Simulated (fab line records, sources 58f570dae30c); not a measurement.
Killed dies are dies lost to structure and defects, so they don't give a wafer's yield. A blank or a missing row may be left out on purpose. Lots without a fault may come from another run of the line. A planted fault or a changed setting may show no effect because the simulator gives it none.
Which tool did it? | flow berkeley_cmos170 | 14 lots, 42 wafers sampled, at 4 steps of a route of 331

WHAT THE GAUGES READ, wafer by wafer
UCB170_WELLDRIVE_THK_MEAS_02.
lot  | measured    | on            | WELLDRIVE_OXIDE_THK (nm)
L176 | day 3 17:58 | film_metro-03 | 202 200 204
L177 | day 3 17:58 | film_metro-01 | 198 197 197
L179 | day 4 00:22 | film_metro-03 | 193 194 196
L181 | day 4 16:36 | film_metro-03 | 201 204 199
L182 | day 4 16:39 | film_metro-04 | 195 193 198
L184 | day 5 07:22 | film_metro-04 | 193 194 198
L185 | day 5 13:45 | film_metro-04 | 199 201 200
L188 | day 6 08:46 | film_metro-03 | 197 195 195
L191 | day 6 20:42 | film_metro-03 | 200 200 201
L195 | day 7 13:48 | film_metro-04 | 204 205 203
L196 | day 7 22:58 | film_metro-01 | 200 201 204
L197 | day 8 01:50 | film_metro-01 | 190 193 193
L198 | day 8 01:51 | film_metro-04 | 195 196 199
L199 | day 8 08:05 | film_metro-01 | 198 198 199

UCB170_ACTIVE_THK_MEAS_03.
lot  | measured    | on            | ACTIVE_OXIDE_THK (nm)
L176 | day 4 00:26 | film_metro-04 | 27.0 27.2 26.7
L177 | day 4 00:26 | film_metro-02 | 26.4 26.3 26.4
L179 | day 4 10:03 | film_metro-04 | 26.5 26.3 26.4
L181 | day 5 00:52 | film_metro-02 | 23.2 23.6 23.7
L182 | day 5 00:55 | film_metro-02 | 23.5 23.2 23.4
L184 | day 5 14:10 | film_metro-04 | 25.9 26.0 25.8
L185 | day 5 23:26 | film_metro-04 | 25.6 25.7 26.3
L188 | day 6 17:28 | film_metro-02 | 25.9 26.4 26.3
L191 | day 7 05:23 | film_metro-02 | 25.4 25.5 25.7
L195 | day 7 22:20 | film_metro-02 | 26.3 26.1 26.1
L196 | day 8 10:19 | film_metro-01 | 26.7 27.0 26.8
L197 | day 8 10:17 | film_metro-04 | 27.1 27.7 27.0
L198 | day 8 10:19 | film_metro-02 | 27.4 26.9 27.2
L199 | day 8 15:14 | film_metro-02 | 26.3 26.0 26.3

UCB170_ACTIVE_CD_MEAS_13: target cd 1200 nm.
lot  | measured    | on        | cd_nm (nm)
L176 | day 4 07:48 | cd_sem-01 | 1200.3 1199.9 1200.6
L177 | day 4 07:41 | cd_sem-01 | 1199.8 1200.0 1199.4
L179 | day 4 16:52 | cd_sem-02 | 1201.7 1200.6 1200.6
L181 | day 5 06:48 | cd_sem-02 | 1199.0 1199.7 1197.9
L182 | day 5 06:49 | cd_sem-01 | 1199.0 1198.4 1198.6
L184 | day 5 23:10 | cd_sem-02 | 1198.9 1199.1 1198.5
L185 | day 6 05:40 | cd_sem-02 | 1195.8 1197.4 1196.9
L188 | day 7 02:16 | cd_sem-02 | 1199.5 1198.6 1198.0
L191 | day 7 13:10 | cd_sem-02 | 1198.7 1200.5 1197.6
L195 | day 8 07:41 | cd_sem-01 | 1200.3 1200.7 1199.7
L196 | day 8 17:04 | cd_sem-02 | 1201.6 1200.8 1201.6
L197 | day 8 16:58 | cd_sem-01 | 1200.7 1200.5 1199.5
L198 | day 8 16:44 | cd_sem-02 | 1199.7 1199.1 1199.5
L199 | day 8 23:28 | cd_sem-02 | 1202.8 1200.8 1202.1

WHICH TOOL RAN EACH LOT (tool, then ch and the chambers of the sampled wafers, then the start)
lot  | UCB170_ACTIVE_OXIDATION_02
L176 | furnace-04 ch 0, day 3 23:02
L177 | furnace-04 ch 0, day 3 23:02
L179 | furnace-01 ch 0, day 4 08:42
L181 | furnace-04 ch 0, day 4 23:31
L182 | furnace-04 ch 0, day 4 23:31
L184 | furnace-02 ch 0, day 5 12:49
L185 | furnace-01 ch 0, day 5 22:04
L188 | furnace-02 ch 0, day 6 16:05
L191 | furnace-02 ch 0, day 7 04:02
L195 | furnace-02 ch 0, day 7 20:59
L196 | furnace-01 ch 0, day 8 08:56
L197 | furnace-01 ch 0, day 8 08:56
L198 | furnace-01 ch 0, day 8 08:56
L199 | furnace-04 ch 0, day 8 13:52
- UCB170_ACTIVE_OXIDATION_02: target thk 26.4 nm, ox time 1260 s.

WHAT THE TOOLS THEMSELVES READ (means of the sampled wafers that have a number; where no wafer has one, the mark that the record gives instead)
UCB170_ACTIVE_OXIDATION_02.
lot  | tool       | tube_center_temp_C_max
L176 | furnace-04 | 1002.4
L177 | furnace-04 | 1002.6
L179 | furnace-01 | 1002.3
L181 | furnace-04 | 1002.6
L182 | furnace-04 | 1001.9
L184 | furnace-02 | 1002.5
L185 | furnace-01 | 1002.5
L188 | furnace-02 | 1002.7
L191 | furnace-02 | 1002.4
L195 | furnace-02 | 1002.4
L196 | furnace-01 | 1002.5
L197 | furnace-01 | 1002.4
L198 | furnace-01 | 1002.4
L199 | furnace-04 | 1002.5

THE ANSWER, worked out from the rows above alone
Rule: what is usual is taken from the lots themselves. Put in order of their means at a reading, lots are off if they are a third of the lots or fewer, leave a main group of 4 or more, and stand apart from it by a gap of 3 or more times the standard deviation of the main group's means; of several such gaps the widest counts. A main group whose means are all the same, to the digits that the tables above print for the reading, isn't used. A lot without any number at a reading at which 4 lots or more have one is off too. The other lots that the step has rows for count as sound. The gauges are gone through in route order, then the tools' own readings, and for those a lot's mean is taken as printed above. The first step at which some lot is off is used, and at that step the reading that is off furthest; a lot without a number counts as furthest.
Off: L181, L182, at UCB170_ACTIVE_THK_MEAS_03 (ACTIVE_OXIDE_THK). The main group: mean 26.4 nm, standard deviation 0.52.
A tool fits if, at a process step before that reading, it ran every lot that is off, and no sound lot after the first of them. The gauges at UCB170_ACTIVE_THK_MEAS_03 are tried like those tools. None of those tried fits.

WHAT THE SIMULATOR HAD PUT IN
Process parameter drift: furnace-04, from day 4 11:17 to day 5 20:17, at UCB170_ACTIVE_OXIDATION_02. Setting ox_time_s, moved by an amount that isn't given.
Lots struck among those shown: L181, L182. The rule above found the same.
